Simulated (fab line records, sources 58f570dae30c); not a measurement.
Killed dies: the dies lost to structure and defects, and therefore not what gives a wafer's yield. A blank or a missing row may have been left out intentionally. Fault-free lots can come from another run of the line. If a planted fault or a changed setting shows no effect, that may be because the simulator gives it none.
One fault seen from 2 desks -- flow berkeleyCmos170 -- only its own numbers are on each desk; what lay behind them is given at the end

## AT THE TOOL OWNER'S DESK: cmp-01
The tool's own readings at UCB170_V2_CMP_02 (polishes SiO2): means of the sampled wafers that have a number, for each lot that ran on this tool. Marked OUT: a lot whose mean sits more than 4 standard deviations from the usual mean, which makes it out of limits; the brackets give that distance.
Columns: A = edgeZonePressureFrac at UCB170_V2_CMP_02, usual 1.000; B = headPressurePsi at UCB170_V2_CMP_02, usual 5.998 psi; C = motorCurrentA at UCB170_V2_CMP_02, usual 16.2 A
lot,first seen here,A,B,C
L776,day 9 08:56,1.001,5.994,16.1
L778,day 9 14:49,1.002,6.002,17.3
L781,day 10 04:29,1.004,5.993,17.4
L779,day 10 05:00,1.001,6.006,16.9
L782,day 10 06:35,1.002,6.006,17.1
L780,day 10 06:53,1.000,6.000,16.8
L785,day 11 02:24,1.000,5.999,17.0
L783,day 11 05:13,1.002,5.991,16.0
L786,day 11 15:29,1.003,6.000,15.9
This desk's finding: nothing out of limits on any of the 9 lots.

## THE METROLOGY DESK
What the gauges read, lot by lot, whatever tool the lot ran on: means of the sampled wafers that have a number. Marked OUT: a lot whose mean sits more than 4 standard deviations from the usual mean, which makes it out of limits; the brackets give that distance.
Columns: A = V2_POLISHED_THK at UCB170_V2_THK_MEAS_04, usual 999.5 nm
lot,first seen here,A
L772,day 8 17:02,998.8
L773,day 8 17:46,1000.0
L776,day 9 09:22,1000.1
L778,day 9 15:11,1001.0
L781,day 10 04:56,1000.2
L779,day 10 05:19,998.8
L782,day 10 06:58,998.7
L780,day 10 07:16,999.9
L785,day 11 02:42,1000.5
L784,day 11 04:22,997.8
L783,day 11 05:38,1347.2 (+99 or more) OUT
L786,day 11 15:55,1345.1 (+99 or more) OUT
L788,day 12 08:51,999.1
L794,day 13 10:26,998.2
This desk's finding: out of limits on L783, L786; first on L783, day 11 05:38 (V2_POLISHED_THK at UCB170_V2_THK_MEAS_04). Within limits: L772, L773, L776, L778, L781, L779, L782, L780, L785, L784, L788, L794.

## BROUGHT TOGETHER
At day 11 05:38 the metrology desk could have sounded an alarm, on L783, L786.
The tool owner's desk saw nothing out of limits.
Tool owner's desk: L783, L786 on record, inside its limits.
Of the lots named, all ran UCB170_V2_CMP_02 on cmp-01.

## WHAT WAS PUT IN BY THE SIMULATOR
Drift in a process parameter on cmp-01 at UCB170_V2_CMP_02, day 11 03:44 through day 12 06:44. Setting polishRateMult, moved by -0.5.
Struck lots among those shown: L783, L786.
Per desk, hours elapsed from the start of the fault to the first reading out of limits: for the metrology desk, 2.
